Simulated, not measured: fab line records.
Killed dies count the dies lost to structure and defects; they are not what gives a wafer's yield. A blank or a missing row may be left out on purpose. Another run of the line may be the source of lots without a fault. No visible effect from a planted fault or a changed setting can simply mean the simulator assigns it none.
A lot that was struck, set against a sound lot / flow ritCmos / 15 out of 202 route steps
Sound: the wafers L176.1, L176.2, L176.3. Wafers struck: L193.3, L193.4, L193.6. The cause is given at the end.
Order at every step that has rows: each side's tool, ch and its chambers, its first start. Under that, the readings that differ: sound wafers / struck wafers / difference of the means / sigmas: that difference in standard deviations of wafers without a fault.
alike: words and numbers the same on both sides, and readings whose means are apart by under 2 such deviations; not compared: readings that were withheld, readings missing a value for some wafer, numbers with overlapping values and no deviation given by the record, and bounds like >300 which may hide the same value.
The two part at a step that has a row with sigmas, a row that says differs or no value, or rows on one side only. When numbers do not overlap yet have no deviation, they are printed without sigmas and do not part them. A reading missing from all wafers of one side parts the sides only when that side holds two or more wafers.

first, 1 step without rows for these wafers: RIT_NLDD_IMPLANT_08.
RIT_NLDD_STRIP_09: strips in O2, time 180 s.
  sound on plasmaAsher-03 ch 0,1, day 3 00:17; struck on plasmaAsher-04 ch 0,1, day 6 09:05
  alike: drypumpMotorCurrentA, o2FlowSccm, runLengthS
  not compared: rfHoursCounterH
RIT_NLDD_TW_MEAS_10:
  sound: filmMetro-04 at day 3 00:28; struck: filmMetro-02 at day 6 09:14
  alike: NLDD_TW
then, 6 steps without rows for these wafers: RIT_PLDD_HMDS_00 (prime time 60 s); RIT_PLDD_COAT_01 (resist thk 1000 nm); RIT_PLDD_SOFTBAKE_02 (time 60 s); RIT_PLDD_EXPOSE_03 (exposes mask M8, target cd 40900 nm); RIT_PLDD_PEB_04; RIT_PLDD_DEVELOP_05 (develop time 50 s).
RIT_PLDD_OVL_MEAS_06:
  sound: overlay-02 at day 3 01:29; struck: overlay-02 at day 6 10:08
  alike: PLDD_OVL
then, 2 steps without rows for these wafers: RIT_PLDD_HARDBAKE_07 (time 60 s); RIT_PLDD_IMPLANT_08.
RIT_PLDD_STRIP_09: strips in O2, time 180 s.
  sound on plasmaAsher-04 ch 0,1, day 3 01:50; struck on plasmaAsher-04 ch 0,1, day 6 10:31
reading=runLengthS (s); sound=209.3 207.6 208.8; struck=72.2 72.3 72.8; difference=-136.1; sigmas=-99 or more
reading=model.NOVOLAK_of_PLDD_COAT_01.thkNm (nm); sound=0 0 0; struck=224.5 223.6 225.7; difference=+224.6; sigmas=
  alike: drypumpMotorCurrentA, o2FlowSccm
  not compared: rfHoursCounterH
RIT_PLDD_TW_MEAS_10:
  sound: filmMetro-03 at day 3 02:00; struck: filmMetro-02 at day 6 10:39
  alike: PLDD_TW
RIT_M1_PROBE_99:
  sound: prober-02 at day 3 16:56; struck: prober-01 at day 7 00:50
reading=killedAtFrontEnd; sound=2 9 5; struck=264 264 264; difference=+259; sigmas=+83
reading=killedDies; sound=2 9 5; struck=264 264 264; difference=+259; sigmas=+83
reading=killedOnRim; sound=0 1 0; struck=70 70 70; difference=+70; sigmas=+46
  alike: killedAtContacts, killedOpen, killedShort

== WHERE THEY PART ==
At RIT_PLDD_STRIP_09 first; at RIT_M1_PROBE_99 last (within this record only).

WHY: what the simulator had put in
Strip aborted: plasmaAsher-04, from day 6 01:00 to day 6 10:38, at RIT_PLDD_STRIP_09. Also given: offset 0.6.
